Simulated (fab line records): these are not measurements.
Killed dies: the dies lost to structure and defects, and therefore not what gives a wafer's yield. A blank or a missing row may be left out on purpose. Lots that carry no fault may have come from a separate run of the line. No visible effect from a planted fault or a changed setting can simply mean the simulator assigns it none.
fab line records    flow berkeley-cmos170    part 1 of 2: steps 1 to 32 of 43
[record] lots = 5  wafers = 15  last-day = 11
route steps=331 shown SPACER@172 PSD@175 NSD@187 BACKSIDE@199 SDANNEAL@204 PLDD@208 NLDD@209 SILICIDE@210
lots that met no fault: from a run of the same line without faults
start-h: hours from the record's opening day to when the first of the lot's shown wafers began    wait-h: hours elapsed since this lot's preceding step    " as in the row above    L1.1+2: a row that stands for several wafers    - either no value or no given start    * or withheld: withheld    < > ~ a bound
route shown NAME@n: a module of which the file shows steps, and the number in the route of the first    usual: average and standard deviation across the fault-free wafers    same: alike in all rows    chamber/n: place in a boat    sites: the reading at each site    _std_site: how widely they spread, as a standard deviation    _edge_site: the outer-site mean with the inner-site mean subtracted    radius-mm: for every site, how far away it sits from the centre of the wafer    mask NAME#n: copy n    behind: the most recent tool/chamber to have shaped the wafer    hold: reason for holding the lot/hours on hold/outcome of the hold    device: transistor that didn't switch, given as n, p or np    end of line: at the end of the route, the tests of the same wafers    where a step has no rows: the recipe by itself    killed: at the first sort, the dies lost to defects and structure; wafer yield is something else    map: the dies of a wafer, with x for killed, . for not killed, _ for no die there
set.NAME: setting as actually run; set.NAME@STEP: the setting as run at that earlier step    model.NAME: the simulator's own value behind a step, which no gauge read
lots seen at some steps along the route; tables by step, rows by wafer
services: a tool's chamber out of use, with start hour (start-h, from the record's first day; less than 0 if before it), hours out, and reason
[[steps]]
[step UCB170_SPACER_THK_MEAS_01]
[recipe] reads = SiO2_of_SPACER_CVD_00
[usual] SPACER_TEOS_THK = 378/5.4
lot.wafer  tool           chamber  start-h  wait-h  SPACER_TEOS_THK[nm]
L079.2     film-metro-04  -        154.25   0.0     372
L079.3     "              -        "        "       382
L079.4     "              -        "        "       377
L080.2     film-metro-04  -        154.74   0.0     374
L080.5     "              -        "        "       377
L080.6     "              -        "        "       376
L086.1     film-metro-02  -        194.12   0.0     371
L086.2     "              -        "        "       373
L086.4     "              -        "        "       372
L092.1     film-metro-04  -        214.20   0.0     373
L092.5     "              -        "        "       386
L092.6     "              -        "        "       385
L093.1     film-metro-02  -        233.86   0.0     368
L093.5     "              -        "        "       377
L093.6     "              -        "        "       377
[step UCB170_SPACER_ANNEAL_02]
[recipe] temp-c = 900  time-s = 1800  ambient = N2
lot.wafer   tool        chamber  start-h  wait-h
L079.2+3+4  furnace-01  0        158.70   4.4
L080.2+5+6  furnace-01  0        158.70   4.0
L086.1+2+4  furnace-04  0        195.10   1.0
L092.1+5+6  furnace-03  0        217.11   2.9
L093.1+5+6  furnace-03  0        237.43   3.6
[step UCB170_SPACER_ETCHBACK_03]
[recipe] stop-on = Si  target = SiO2  chemistry = CHF3/CF4/Ar  CHF3_flow_sccm = 50  cf4-flow-sccm = 10  Ar_flow_sccm = 120  pressure-mtorr = 200  rf-w = 500  target-depth-a = 3760  time-s = 100
[usual] drypump-motor-current-A = 5.8/0.51  oes-product-au = 0.900/0.016  throttle-valve-pct = 6.45/0.11
lot.wafer  tool         chamber  start-h  wait-h  drypump-motor-current-A  oes-product-au  rf-hours-counter-h  throttle-valve-pct
L079.2     rie-diel-03  0        160.28   0.1     5.5                      0.889           101                 6.55
L079.3     "            1        "        "       5.3                      0.907           5                   6.45
L079.4     "            3        "        "       6.6                      0.910           131                 6.36
L080.2     rie-diel-02  1        160.29   0.1     5.6                      0.885           110                 6.23
L080.5     "            0        "        "       5.4                      0.894           -                   6.55
L080.6     "            3        "        "       6.4                      0.902           -                   6.59
L086.1     rie-diel-03  1        196.60   0.0     5.3                      0.880           6                   6.45
L086.2     "            0        "        "       5.5                      0.906           102                 6.52
L086.4     "            3        "        "       6.6                      0.907           133                 6.34
L092.1     rie-diel-02  1        218.61   0.0     5.6                      0.881           113                 6.22
L092.5     "            2        "        "       6.6                      0.897           -                   6.32
L092.6     "            3        "        "       6.3                      0.923           -                   6.59
L093.1     rie-diel-02  2        238.93   0.0     6.6                      0.867           95                  6.30
L093.5     "            2        "        "       6.6                      0.880           -                   6.32
L093.6     "            2        "        "       6.6                      0.884           -                   6.32
[step UCB170_PSD_HMDS_00]
[recipe] prime-time-s = 60  prime-temp-c = 100
lot.wafer   tool            chamber  start-h  wait-h
L079.2+3+4  litho-track-02  0        160.43   0.1
L080.2+5+6  litho-track-04  0        160.75   0.4
L086.1+2+4  litho-track-02  0        196.67   0.0
L092.1+5+6  litho-track-04  0        218.88   0.2
L093.1+5+6  litho-track-03  0        239.45   0.5
[step UCB170_PSD_COAT_01]
[recipe] resist = KrF  spin-rpm = 1500  resist-thk-nm = 900
lot.wafer   tool            chamber  start-h  wait-h
L079.2+3+4  litho-track-02  0        160.58   0.1
L080.2+5+6  litho-track-04  0        160.90   0.1
L086.1+2+4  litho-track-02  0        196.82   0.1
L092.1+5+6  litho-track-04  0        219.03   0.1
L093.1+5+6  litho-track-03  0        239.60   0.1
[step UCB170_PSD_SOFTBAKE_02]
[recipe] resist = KrF  temp-c = 130  time-s = 60
lot.wafer   tool            chamber  start-h  wait-h
L079.2+3+4  litho-track-02  0        160.73   0.1
L080.2+5+6  litho-track-04  0        161.05   0.1
L086.1+2+4  litho-track-02  0        196.97   0.1
L092.1+5+6  litho-track-04  0        219.18   0.1
L093.1+5+6  litho-track-03  0        239.75   0.1
[step UCB170_PSD_EXPOSE_03]
[recipe] mask-id = PSELECT_MOD  na = 0.5  sigma-outer = 0.6  source-shape = conventional  target-cd-nm = 1200  dose-mj = 30
[usual] stage-vel-mm-s = 500.06/0.23
lot.wafer  tool            chamber  start-h  wait-h  mask           stage-vel-mm-s
L079.2     krf-scanner-01  0        161.23   0.5     PSELECT_MOD#0  500.16
L079.3     "               0        "        "       PSELECT_MOD#0  500.20
L079.4     "               0        "        "       PSELECT_MOD#0  499.95
L080.2     krf-scanner-02  0        161.47   0.4     PSELECT_MOD#0  499.60
L080.5     "               0        "        "       PSELECT_MOD#0  499.58
L080.6     "               0        "        "       PSELECT_MOD#0  499.73
L086.1     krf-scanner-01  0        197.36   0.4     PSELECT_MOD#0  500.05
L086.2     "               0        "        "       PSELECT_MOD#0  500.07
L086.4     "               0        "        "       PSELECT_MOD#0  500.01
L092.1     krf-scanner-01  0        219.57   0.4     PSELECT_MOD#0  499.78
L092.5     "               0        "        "       PSELECT_MOD#0  500.43
L092.6     "               0        "        "       PSELECT_MOD#0  500.07
L093.1     krf-scanner-01  0        240.17   0.4     PSELECT_MOD#0  499.73
L093.5     "               0        "        "       PSELECT_MOD#0  500.06
L093.6     "               0        "        "       PSELECT_MOD#0  500.10
[step UCB170_PSD_PEB_04]
[recipe] peb-temp-c = 130  peb-time-s = withheld  resist = KrF
lot.wafer   tool            chamber  start-h  wait-h
L079.2+3+4  litho-track-03  0        161.37   0.1
L080.2+5+6  litho-track-03  0        161.65   0.2
L086.1+2+4  litho-track-02  0        197.51   0.1
L092.1+5+6  litho-track-03  0        220.44   0.8
L093.1+5+6  litho-track-04  0        240.45   0.3
[step UCB170_PSD_DEVELOP_05]
[recipe] developer = TMAH  develop-time-s = 45  resist = KrF  dev-temp-c = 21
[same] develop-time-s = 45
lot.wafer   tool            chamber  start-h  wait-h
L079.2+3+4  litho-track-03  0        -        -
L080.2+5+6  litho-track-03  0        -        -
L086.1+2+4  litho-track-02  0        -        -
L092.1+5+6  litho-track-03  0        -        -
L093.1+5+6  litho-track-04  0        -        -
[step UCB170_PSD_CD_MEAS_06]
[recipe] target-cd-nm = 1200
[usual] cd-nm = 1199.7/1.6
lot.wafer  tool       chamber  start-h  wait-h  cd-nm
L079.2     cd-sem-02  -        161.64   -       1200.2
L079.3     "          -        "        "       1200.2
L079.4     "          -        "        "       1199.1
L080.2     cd-sem-01  -        161.92   -       1198.8
L080.5     "          -        "        "       1199.6
L080.6     "          -        "        "       1198.9
L086.1     cd-sem-02  -        197.79   -       1201.2
L086.2     "          -        "        "       1201.8
L086.4     "          -        "        "       1202.3
L092.1     cd-sem-02  -        220.72   -       1198.5
L092.5     "          -        "        "       1198.5
L092.6     "          -        "        "       1198.7
L093.1     cd-sem-02  -        240.73   -       1198.8
L093.5     "          -        "        "       1199.5
L093.6     "          -        "        "       1198.8
[step UCB170_PSD_OVL_MEAS_07]
[usual] PSD_OVL = -2/4.7
lot.wafer  tool        chamber  start-h  wait-h  PSD_OVL[nm]
L079.2     overlay-01  -        161.75   0.1     6
L079.3     "           -        "        "       -2
L079.4     "           -        "        "       2
L080.2     overlay-01  -        162.02   0.1     -4
L080.5     "           -        "        "       -4
L080.6     "           -        "        "       -4
L086.1     overlay-02  -        197.91   0.1     -3
L086.2     "           -        "        "       -11
L086.4     "           -        "        "       -6
L092.1     overlay-01  -        220.84   0.1     -5
L092.5     "           -        "        "       -6
L092.6     "           -        "        "       2
L093.1     overlay-02  -        240.85   0.1     2
L093.5     "           -        "        "       3
L093.6     "           -        "        "       3
[step UCB170_PSD_IMPLANT_08]
[recipe] species = B  dose-cm2 = 3e+15  energy-kev = 20  tilt-deg = 7
lot.wafer   tool          chamber  start-h  wait-h
L079.2+3+4  implanter-01  0        161.80   0.0
L080.2+5+6  implanter-03  0        162.08   0.0
L086.1+2+4  implanter-03  0        197.94   0.0
L092.1+5+6  implanter-04  0        220.87   0.0
L093.1+5+6  implanter-01  0        240.88   0.0
[step UCB170_PSD_STRIP_09]
[recipe] chemistry = O2  power-w = 400  pressure-mtorr = 3500  platen-temp-c = withheld  o2-flow-sccm = 400  overash-fraction = 0.5
[usual] drypump-motor-current-A = 6.1/0.52  oes-product-au = 0.601/0.0042  strip-time-to-endpoint-s = 29.40/0.1
lot.wafer  tool             chamber  start-h  wait-h  drypump-motor-current-A  oes-product-au  rf-hours-counter-h  strip-time-to-endpoint-s
L079.2     plasma-asher-04  0        161.93   0.1     5.4                      0.600           4                   29.28
L079.3     "                0        "        "       5.4                      0.601           -                   29.42
L079.4     "                1        "        "       6.5                      0.610           -                   29.32
L080.2     plasma-asher-01  1        162.20   0.1     6.8                      0.598           47                  29.36
L080.5     "                1        "        "       6.8                      0.608           -                   29.43
L080.6     "                0        "        "       5.4                      0.598           -                   29.47
L086.1     plasma-asher-01  0        198.09   0.1     5.4                      0.596           51                  29.50
L086.2     "                1        "        "       6.8                      0.600           51                  29.52
L086.4     "                0        "        "       5.4                      0.602           -                   29.42
L092.1     plasma-asher-04  1        221.02   0.1     6.5                      0.595           9                   29.49
L092.5     "                0        "        "       5.4                      0.601           -                   29.38
L092.6     "                1        "        "       6.5                      0.609           -                   29.46
L093.1     plasma-asher-02  0        241.03   0.1     6.2                      0.599           56                  29.44
L093.5     "                0        "        "       6.2                      0.605           -                   29.39
L093.6     "                1        "        "       6.0                      0.602           -                   29.34
[step UCB170_PSD_TW_MEAS_10]
[usual] PSD_TW = 2321/12
lot.wafer  tool           chamber  start-h  wait-h  PSD_TW
L079.2     film-metro-02  -        162.04   0.1     2330
L079.3     "              -        "        "       2335
L079.4     "              -        "        "       2323
L080.2     film-metro-01  -        162.31   0.1     2307
L080.5     "              -        "        "       2309
L080.6     "              -        "        "       2313
L086.1     film-metro-02  -        198.19   0.1     2336
L086.2     "              -        "        "       2327
L086.4     "              -        "        "       2321
L092.1     film-metro-03  -        221.12   0.1     2324
L092.5     "              -        "        "       2333
L092.6     "              -        "        "       2317
L093.1     film-metro-03  -        241.13   0.1     2306
L093.5     "              -        "        "       2302
L093.6     "              -        "        "       2301
[step UCB170_PSD_CLEAN_11]
[recipe] chemistry = SPM  temp-c = 120  time-s = 600
lot.wafer   tool          chamber  start-h  wait-h
L079.2+3+4  wet-bench-03  1        162.56   0.5
L080.2+5+6  wet-bench-03  3        162.56   0.2
L086.1+2+4  wet-bench-04  3        198.36   0.2
L092.1+5+6  wet-bench-03  2        221.18   0.1
L093.1+5+6  wet-bench-01  1        242.11   1.0
[step UCB170_NSD_HMDS_00]
[recipe] prime-time-s = 60  prime-temp-c = 100
lot.wafer   tool            chamber  start-h  wait-h
L079.2+3+4  litho-track-04  0        162.76   0.0
L080.2+5+6  litho-track-01  0        163.21   0.5
L086.1+2+4  litho-track-01  0        198.55   0.0
L092.1+5+6  litho-track-04  0        222.13   0.8
L093.1+5+6  litho-track-02  0        242.65   0.3
[step UCB170_NSD_COAT_01]
[recipe] resist = KrF  spin-rpm = 1500  resist-thk-nm = 900
lot.wafer   tool            chamber  start-h  wait-h
L079.2+3+4  litho-track-04  0        162.91   0.1
L080.2+5+6  litho-track-01  0        163.36   0.1
L086.1+2+4  litho-track-01  0        198.70   0.1
L092.1+5+6  litho-track-04  0        222.28   0.1
L093.1+5+6  litho-track-02  0        242.80   0.1
[step UCB170_NSD_SOFTBAKE_02]
[recipe] resist = KrF  temp-c = 130  time-s = 60
lot.wafer   tool            chamber  start-h  wait-h
L079.2+3+4  litho-track-04  0        163.06   0.1
L080.2+5+6  litho-track-01  0        163.51   0.1
L086.1+2+4  litho-track-01  0        198.85   0.1
L092.1+5+6  litho-track-04  0        222.43   0.1
L093.1+5+6  litho-track-02  0        242.95   0.1
[step UCB170_NSD_EXPOSE_03]
[recipe] mask-id = NSELECT_MOD  na = 0.5  sigma-outer = 0.6  source-shape = conventional  target-cd-nm = 1200  dose-mj = 30
[usual] stage-vel-mm-s = 500.0/0.31
lot.wafer  tool            chamber  start-h  wait-h  mask           stage-vel-mm-s
L079.2     krf-scanner-01  0        163.56   0.5     NSELECT_MOD#0  499.6
L079.3     "               0        "        "       NSELECT_MOD#0  499.5
L079.4     "               0        "        "       NSELECT_MOD#0  500.0
L080.2     krf-scanner-01  0        163.68   0.1     NSELECT_MOD#0  499.7
L080.5     "               0        "        "       NSELECT_MOD#0  499.8
L080.6     "               0        "        "       NSELECT_MOD#0  499.9
L086.1     krf-scanner-01  0        199.12   0.2     NSELECT_MOD#0  499.5
L086.2     "               0        "        "       NSELECT_MOD#0  499.1
L086.4     "               0        "        "       NSELECT_MOD#0  499.6
L092.1     krf-scanner-01  0        222.58   0.1     NSELECT_MOD#0  500.2
L092.5     "               0        "        "       NSELECT_MOD#0  499.9
L092.6     "               0        "        "       NSELECT_MOD#0  499.9
L093.1     krf-scanner-02  0        243.22   0.2     NSELECT_MOD#0  500.0
L093.5     "               0        "        "       NSELECT_MOD#0  499.8
L093.6     "               0        "        "       NSELECT_MOD#0  499.8
[step UCB170_NSD_PEB_04]
[recipe] peb-temp-c = 130  peb-time-s = withheld  resist = KrF
lot.wafer   tool            chamber  start-h  wait-h
L079.2+3+4  litho-track-02  0        163.68   0.1
L080.2+5+6  litho-track-01  0        163.93   0.2
L086.1+2+4  litho-track-04  0        199.26   0.1
L092.1+5+6  litho-track-02  0        223.13   0.5
L093.1+5+6  litho-track-02  0        243.34   0.1
[step UCB170_NSD_DEVELOP_05]
[recipe] developer = TMAH  develop-time-s = 45  resist = KrF  dev-temp-c = 21
[same] develop-time-s = 45
lot.wafer   tool            chamber  start-h  wait-h
L079.2+3+4  litho-track-02  0        -        -
L080.2+5+6  litho-track-01  0        -        -
L086.1+2+4  litho-track-04  0        -        -
L092.1+5+6  litho-track-02  0        -        -
L093.1+5+6  litho-track-02  0        -        -
[step UCB170_NSD_CD_MEAS_06]
[recipe] target-cd-nm = 1200
[usual] cd-nm = 1200.0/1.5
lot.wafer  tool       chamber  start-h  wait-h  cd-nm
L079.2     cd-sem-01  -        163.95   -       1199.8
L079.3     "          -        "        "       1201.1
L079.4     "          -        "        "       1202.2
L080.2     cd-sem-01  -        164.20   -       1198.6
L080.5     "          -        "        "       1200.0
L080.6     "          -        "        "       1200.6
L086.1     cd-sem-02  -        199.54   -       1201.1
L086.2     "          -        "        "       1201.1
L086.4     "          -        "        "       1200.3
L092.1     cd-sem-02  -        223.65   -       1196.5
L092.5     "          -        "        "       1196.7
L092.6     "          -        "        "       1197.9
L093.1     cd-sem-01  -        243.62   -       1198.5
L093.5     "          -        "        "       1197.8
L093.6     "          -        "        "       1199.3
[step UCB170_NSD_OVL_MEAS_07]
[usual] NSD_OVL = -1/6.6
lot.wafer  tool        chamber  start-h  wait-h  NSD_OVL[nm]
L079.2     overlay-01  -        164.06   0.1     3
L079.3     "           -        "        "       -3
L079.4     "           -        "        "       2
L080.2     overlay-02  -        164.31   0.1     6
L080.5     "           -        "        "       7
L080.6     "           -        "        "       -1
L086.1     overlay-01  -        199.66   0.1     -6
L086.2     "           -        "        "       -14
L086.4     "           -        "        "       -9
L092.1     overlay-01  -        223.77   0.1     0
L092.5     "           -        "        "       1
L092.6     "           -        "        "       1
L093.1     overlay-01  -        243.74   0.1     -11
L093.5     "           -        "        "       -6
L093.6     "           -        "        "       -3
[step UCB170_NSD_IMPLANT_08]
[recipe] species = P  dose-cm2 = 3e+15  energy-kev = 40  tilt-deg = 7
lot.wafer   tool          chamber  start-h  wait-h
L079.2+3+4  implanter-03  0        164.11   0.0
L080.2+5+6  implanter-04  0        164.36   0.0
L086.1+2+4  implanter-04  0        199.69   0.0
L092.1+5+6  implanter-03  0        223.81   0.0
L093.1+5+6  implanter-02  0        243.77   0.0
[step UCB170_NSD_STRIP_09]
[recipe] chemistry = O2  power-w = 400  pressure-mtorr = 3500  platen-temp-c = withheld  o2-flow-sccm = 400  overash-fraction = 0.5
[usual] drypump-motor-current-A = 5.8/0.44  oes-product-au = 0.534/0.0045  strip-time-to-endpoint-s = 35.86/0.084
lot.wafer  tool             chamber  start-h  wait-h  drypump-motor-current-A  oes-product-au  rf-hours-counter-h  strip-time-to-endpoint-s
L079.2     plasma-asher-03  1        164.24   0.1     5.6                      0.535           37                  35.96
L079.3     "                0        "        "       5.2                      0.532           -                   36.07
L079.4     "                1        "        "       5.6                      0.534           -                   36.04
L080.2     plasma-asher-04  0        164.49   0.1     5.4                      0.544           5                   35.86
L080.5     "                1        "        "       6.5                      0.531           -                   35.86
L080.6     "                0        "        "       5.4                      0.534           -                   35.89
L086.1     plasma-asher-02  1        199.84   0.1     5.9                      0.543           50                  35.83
L086.2     "                0        "        "       6.3                      0.535           50                  35.90
L086.4     "                0        "        "       6.2                      0.536           -                   35.84
L092.1     plasma-asher-02  0        223.96   0.1     6.2                      0.534           53                  35.75
L092.5     "                1        "        "       5.9                      0.528           -                   35.82
L092.6     "                0        "        "       6.2                      0.530           -                   35.93
L093.1     plasma-asher-03  0        243.92   0.1     5.2                      0.536           47                  35.97
L093.5     "                0        "        "       5.2                      0.533           -                   35.83
L093.6     "                1        "        "       5.6                      0.524           -                   35.89
[step UCB170_NSD_TW_MEAS_10]
[usual] NSD_TW = 4176/25
lot.wafer  tool           chamber  start-h  wait-h  NSD_TW
L079.2     film-metro-03  -        164.35   0.1     4154
L079.3     "              -        "        "       4177
L079.4     "              -        "        "       4175
L080.2     film-metro-01  -        164.60   0.1     4159
L080.5     "              -        "        "       4146
L080.6     "              -        "        "       4137
L086.1     film-metro-01  -        199.94   0.1     4203
L086.2     "              -        "        "       4202
L086.4     "              -        "        "       4204
L092.1     film-metro-02  -        224.06   0.1     4188
L092.5     "              -        "        "       4206
L092.6     "              -        "        "       4217
L093.1     film-metro-02  -        244.02   0.1     4219
L093.5     "              -        "        "       4214
L093.6     "              -        "        "       4187
[step UCB170_NSD_CLEAN_11]
[recipe] chemistry = SPM  temp-c = 120  time-s = 600
lot.wafer   tool          chamber  start-h  wait-h
L079.2+3+4  wet-bench-03  3        164.40   0.0
L080.2+5+6  wet-bench-03  1        164.65   0.0
L086.1+2+4  wet-bench-01  0        200.00   0.1
L092.1+5+6  wet-bench-03  2        224.19   0.1
L093.1+5+6  wet-bench-03  0        244.08   0.1
[step UCB170_BACKSIDE_HMDS_00]
[recipe] prime-time-s = 60  prime-temp-c = 100
lot.wafer   tool            chamber  start-h  wait-h
L079.2+3+4  litho-track-04  0        164.77   0.2
L080.2+5+6  litho-track-03  0        164.85   0.0
L086.1+2+4  litho-track-04  0        200.19   0.0
L092.1+5+6  litho-track-04  0        224.76   0.4
L093.1+5+6  litho-track-01  0        244.26   0.0
[step UCB170_BACKSIDE_COAT_01]
[recipe] resist = KrF  spin-rpm = 1500  resist-thk-nm = 900
lot.wafer   tool            chamber  start-h  wait-h
L079.2+3+4  litho-track-04  0        164.92   0.1
L080.2+5+6  litho-track-03  0        165.00   0.1
L086.1+2+4  litho-track-04  0        200.34   0.1
L092.1+5+6  litho-track-04  0        224.91   0.1
L093.1+5+6  litho-track-01  0        244.41   0.1
[step UCB170_BACKSIDE_SOFTBAKE_02]
[recipe] resist = KrF  temp-c = 130  time-s = 60
lot.wafer   tool            chamber  start-h  wait-h
L079.2+3+4  litho-track-04  0        165.07   0.1
L080.2+5+6  litho-track-03  0        165.15   0.1
L086.1+2+4  litho-track-04  0        200.49   0.1
L092.1+5+6  litho-track-04  0        225.06   0.1
L093.1+5+6  litho-track-01  0        244.56   0.1
[step UCB170_BACKSIDE_STRIP_03]
[recipe] chemistry = O2  power-w = 400  pressure-mtorr = 3500  platen-temp-c = withheld  o2-flow-sccm = 400  overash-fraction = 0.5
[usual] drypump-motor-current-A = 6.0/0.58  oes-product-au = 0.735/0.0045  strip-time-to-endpoint-s = 21.99/0.071
lot.wafer  tool             chamber  start-h  wait-h  drypump-motor-current-A  oes-product-au  rf-hours-counter-h  strip-time-to-endpoint-s
L079.2     plasma-asher-02  0        165.20   0.1     6.2                      0.734           47                  22.03
L079.3     "                0        "        "       6.2                      0.736           -                   22.02
L079.4     "                1        "        "       5.9                      0.732           -                   22.06
L080.2     plasma-asher-03  0        165.27   0.1     5.2                      0.737           37                  22.10
L080.5     "                1        "        "       5.6                      0.731           -                   22.09
L080.6     "                0        "        "       5.2                      0.734           -                   22.05
L086.1     plasma-asher-03  0        200.64   0.1     5.2                      0.739           41                  22.06
L086.2     "                1        "        "       5.6                      0.739           41                  22.08
L086.4     "                0        "        "       5.2                      0.735           -                   22.08
L092.1     plasma-asher-02  1        225.21   0.1     5.9                      0.735           54                  22.01
L092.5     "                1        "        "       5.9                      0.737           -                   22.05
L092.6     "                0        "        "       6.2                      0.730           -                   22.00
L093.1     plasma-asher-01  0        244.71   0.1     5.4                      0.734           57                  22.02
L093.5     "                1        "        "       6.8                      0.737           -                   22.02
L093.6     "                0        "        "       5.4                      0.727           -                   22.01
[step UCB170_BACKSIDE_CLEAN_04]
[recipe] chemistry = SPM  temp-c = 120  time-s = 600
lot.wafer   tool          chamber  start-h  wait-h
L079.2+3+4  wet-bench-02  1        165.30   0.1
L080.2+5+6  wet-bench-03  0        165.43   0.1
L086.1+2+4  wet-bench-03  0        200.74   0.1
L092.1+5+6  wet-bench-03  0        225.33   0.1
L093.1+5+6  wet-bench-02  0        244.81   0.1
